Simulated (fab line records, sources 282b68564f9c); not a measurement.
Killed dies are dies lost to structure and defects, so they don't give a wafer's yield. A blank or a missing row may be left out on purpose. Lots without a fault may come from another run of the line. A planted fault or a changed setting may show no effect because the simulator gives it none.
Split-lot experiment | flow rit_cmos | 5 lots, 23 wafers read, on a route of 202 steps

THE SPLIT
At RIT_GATE_CVD_08 (deposits poly-Si from SiH4, target thk 250 nm, time 2220 s), the setting time_s was moved away from the recipe's 2220 s on 20 of the 23 wafers read, by -13.8% to +12.8%. The other wafers ran this setting at the recipe's value.

FROM THE SPLIT TO THE READING: what the file shows between them, 3 steps
- RIT_GATE_THK_MEAS_09
- RIT_GATE_DEVELOP_15: develop time 50 s (also split here: develop_time_s)
- RIT_GATE_HARDBAKE_18: time 60 s

THE READING
oes_product_au, in a.u., at RIT_GATE_ETCH_19 (etches poly-Si in SF6/CHF3/O2, stops on SiO2, time 165 s, target depth 312.5 nm). Fault-free wafers of this fab line usually give 0.845 a.u., standard deviation 0.013 a.u..

wafer  | tool, chamber at the split | time_s as run, s | against the recipe | oes_product_au, a.u. | against lot-mates on the recipe
L076.1 | -, -                       | 2471             | +11.3%             | 0.906                | no lot-mate on the recipe
L076.3 | -, -                       | 2471             | +11.3%             | 0.897                | no lot-mate on the recipe
L076.4 | -, -                       | 2471             | +11.3%             | 0.907                | no lot-mate on the recipe
L076.5 | -, -                       | 2471             | +11.3%             | 0.904                | no lot-mate on the recipe
L076.6 | -, -                       | 2471             | +11.3%             | 0.914                | no lot-mate on the recipe
L077.1 | lpcvd-01, 1                | 2220             | recipe             | 0.827                | -
L077.5 | lpcvd-01, 1                | 2220             | recipe             | 0.841                | -
L077.6 | lpcvd-01, 1                | 2220             | recipe             | 0.854                | -
L078.1 | -, -                       | 2121             | -4.5%              | 0.801                | no lot-mate on the recipe
L078.2 | -, -                       | 2121             | -4.5%              | 0.827                | no lot-mate on the recipe
L078.4 | -, -                       | 2121             | -4.5%              | 0.824                | no lot-mate on the recipe
L078.5 | -, -                       | 2121             | -4.5%              | 0.835                | no lot-mate on the recipe
L078.6 | -, -                       | 2121             | -4.5%              | 0.831                | no lot-mate on the recipe
L081.1 | -, -                       | 1914             | -13.8%             | 0.779                | no lot-mate on the recipe
L081.2 | -, -                       | 1914             | -13.8%             | 0.781                | no lot-mate on the recipe
L081.4 | -, -                       | 1914             | -13.8%             | 0.756                | no lot-mate on the recipe
L081.5 | -, -                       | 1914             | -13.8%             | 0.759                | no lot-mate on the recipe
L081.6 | -, -                       | 1914             | -13.8%             | 0.784                | no lot-mate on the recipe
L085.2 | -, -                       | 2504             | +12.8%             | 0.904                | no lot-mate on the recipe
L085.3 | -, -                       | 2504             | +12.8%             | 0.943                | no lot-mate on the recipe
L085.4 | -, -                       | 2504             | +12.8%             | 0.934                | no lot-mate on the recipe
L085.5 | -, -                       | 2504             | +12.8%             | 0.899                | no lot-mate on the recipe
L085.6 | -, -                       | 2504             | +12.8%             | 0.921                | no lot-mate on the recipe

THE FIT
A straight line over all 23 wafers: oes_product_au changes by +0.00547 a.u. for each +1% of time_s; r = +0.98; the points scatter about the line by 0.013 a.u..
Too few moved wafers have a lot-mate on the recipe to fit a line with each lot's own level taken away.

THE WHOLE CHAIN: every reading that the file lists as answering this split, in the file's order
step                 | what it does                                                                    | reading                                                                        | change (the file's fit)                   | r (the file's)
RIT_GATE_CVD_08      | deposits poly-Si from SiH4, target thk 250 nm, time 2220 s                      | poly-Si_of_GATE_CVD_08.thk_nm (the simulator's own value, which no gauge read) | +2.39 nm for each +1% of the setting      | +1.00
RIT_GATE_THK_MEAS_09 |                                                                                 | GATE_POLY_THK                                                                  | +2.38 for each +1% of the setting         | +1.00
RIT_GATE_ETCH_19     | etches poly-Si in SF6/CHF3/O2, stops on SiO2, time 165 s, target depth 312.5 nm | oes_product_au                                                                 | +0.00547 a.u. for each +1% of the setting | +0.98
RIT_GATE_ETCH_19     | etches poly-Si in SF6/CHF3/O2, stops on SiO2, time 165 s, target depth 312.5 nm | etch.depth_nm (the simulator's own value, which no gauge read)                 | +2.39 nm for each +1% of the setting      | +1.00
RIT_GATE_ETCH_19     | etches poly-Si in SF6/CHF3/O2, stops on SiO2, time 165 s, target depth 312.5 nm | GATE.feature_depth_nm (the simulator's own value, which no gauge read)         | +2.39 nm for each +1% of the setting      | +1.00

THE FILE'S OWN FIT
oes_product_au changes by +0.00547 a.u. for each +1% of time_s, r = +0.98.
